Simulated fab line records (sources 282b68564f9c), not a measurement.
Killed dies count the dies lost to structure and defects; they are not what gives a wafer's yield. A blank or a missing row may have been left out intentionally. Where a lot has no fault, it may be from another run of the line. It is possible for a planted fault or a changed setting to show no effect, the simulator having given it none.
What tool caused it? + flow rit_cmos + 14 lots, 42 wafers sampled, at 2 steps of a route of 202

== WHAT THE GAUGES SHOWED, per wafer ==
RIT_PRETRO_OVL_MEAS_06. Usual: for PRETRO_OVL the level is 0.0 nm and the standard deviation is 1.4.
| lot  | measured    | on         | PRETRO_OVL (nm)   | flag |
|------|-------------|------------|-------------------|------|
| L345 | day 2 15:22 | overlay-01 | -0.6 -0.7 -1.1    |      |
| L346 | day 2 20:21 | overlay-02 | -1.4 -1.6 0.3     |      |
| L347 | day 2 23:19 | overlay-01 | -1.5 -2.8 -2.4    |      |
| L349 | day 3 09:25 | overlay-01 | 0.2 0.6 -0.2      |      |
| L351 | day 3 18:38 | overlay-02 | 0.4 0.5 0.6       |      |
| L352 | day 4 03:10 | overlay-02 | 0.8 2.9 1.6       |      |
| L353 | day 4 06:17 | overlay-02 | -1.4 -0.2 -1.1    |      |
| L354 | day 4 11:07 | overlay-02 | 0.3 -0.8 0.8      |      |
| L355 | day 4 16:17 | overlay-01 | -1.4 -2.2 -0.9    |      |
| L357 | day 4 23:41 | overlay-02 | 238.5 240.5 239.7 | OFF  |
| L358 | day 5 06:50 | overlay-02 | -0.5 -0.2 1.0     |      |
| L361 | day 5 22:10 | overlay-02 | -0.2 0.6 -1.1     |      |
| L363 | day 6 16:04 | overlay-01 | 238.7 238.3 237.5 | OFF  |
| L365 | day 6 21:16 | overlay-02 | -2.5 -0.5 -0.2    |      |

== TOOL THAT RAN EACH LOT (tool first, then ch and the chambers of the sampled wafers, then the start) ==
| lot  | RIT_PRETRO_EXPOSE_03               |
|------|------------------------------------|
| L345 | iline_stepper-02 ch 0, day 2 14:56 |
| L346 | iline_stepper-01 ch 0, day 2 19:53 |
| L347 | iline_stepper-01 ch 0, day 2 22:55 |
| L349 | iline_stepper-01 ch 0, day 3 08:58 |
| L351 | iline_stepper-02 ch 0, day 3 18:13 |
| L352 | iline_stepper-02 ch 0, day 4 02:44 |
| L353 | iline_stepper-01 ch 0, day 4 05:52 |
| L354 | iline_stepper-02 ch 0, day 4 10:41 |
| L355 | iline_stepper-01 ch 0, day 4 15:51 |
| L357 | iline_stepper-01 ch 0, day 4 23:16 |
| L358 | iline_stepper-02 ch 0, day 5 06:25 |
| L361 | iline_stepper-02 ch 0, day 5 21:44 |
| L363 | iline_stepper-01 ch 0, day 6 15:38 |
| L365 | iline_stepper-02 ch 0, day 6 20:51 |
- RIT_PRETRO_EXPOSE_03: exposes mask M5, target cd 43700 nm.

== WHAT THE TOOLS THEMSELVES READ (means of the sampled wafers that have a number; where no wafer has one, the mark that the record gives instead) ==
RIT_PRETRO_EXPOSE_03. Usual: exposure_dose_mJ_cm2 reads 249.99 (standard deviation 0.23).
| lot  | tool             | exposure_dose_mJ_cm2 | flag |
|------|------------------|----------------------|------|
| L345 | iline_stepper-02 | 249.97               |      |
| L346 | iline_stepper-01 | 250.03               |      |
| L347 | iline_stepper-01 | 249.75               |      |
| L349 | iline_stepper-01 | 249.95               |      |
| L351 | iline_stepper-02 | 249.97               |      |
| L352 | iline_stepper-02 | 250.30               |      |
| L353 | iline_stepper-01 | 250.19               |      |
| L354 | iline_stepper-02 | 249.94               |      |
| L355 | iline_stepper-01 | 250.04               |      |
| L357 | iline_stepper-01 | 249.76               |      |
| L358 | iline_stepper-02 | 250.33               |      |
| L361 | iline_stepper-02 | 250.16               |      |
| L363 | iline_stepper-01 | 249.68               |      |
| L365 | iline_stepper-02 | 249.92               |      |

== THE ANSWER, worked out from the rows above alone ==
Rule: a lot is off if the mean of its wafers that have a number lies more than 3 standard deviations from the usual mean. A lot without any number at a reading at which 4 lots or more have one is off too. Any other lot the step has rows for is counted as sound. The gauges are gone through in route order, then the tools' own readings, and for those a lot's mean is taken as printed above. At the first step where some lot is off, the reading lying furthest off is the one used; lots without a number count as furthest.
Off: L357, L363, seen at RIT_PRETRO_OVL_MEAS_06 (PRETRO_OVL).
If a tool, at a process step before that reading, ran all the lots that are off and no sound lot after the first of them, it fits. The gauges at RIT_PRETRO_OVL_MEAS_06 are tried like those tools. One fits: RIT_PRETRO_EXPOSE_03 on iline_stepper-01. A fault onset in the window from L355 (day 4 15:51, its last sound lot) to L357 (day 4 23:16, its first lot off) fits.

== WHAT HAD BEEN PUT IN BY THE SIMULATOR ==
Scanner matching overlay: iline_stepper-01, from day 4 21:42 on, at RIT_PRETRO_EXPOSE_03. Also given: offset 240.
Struck lots among those shown: L357, L363. Same finding as the rule above.
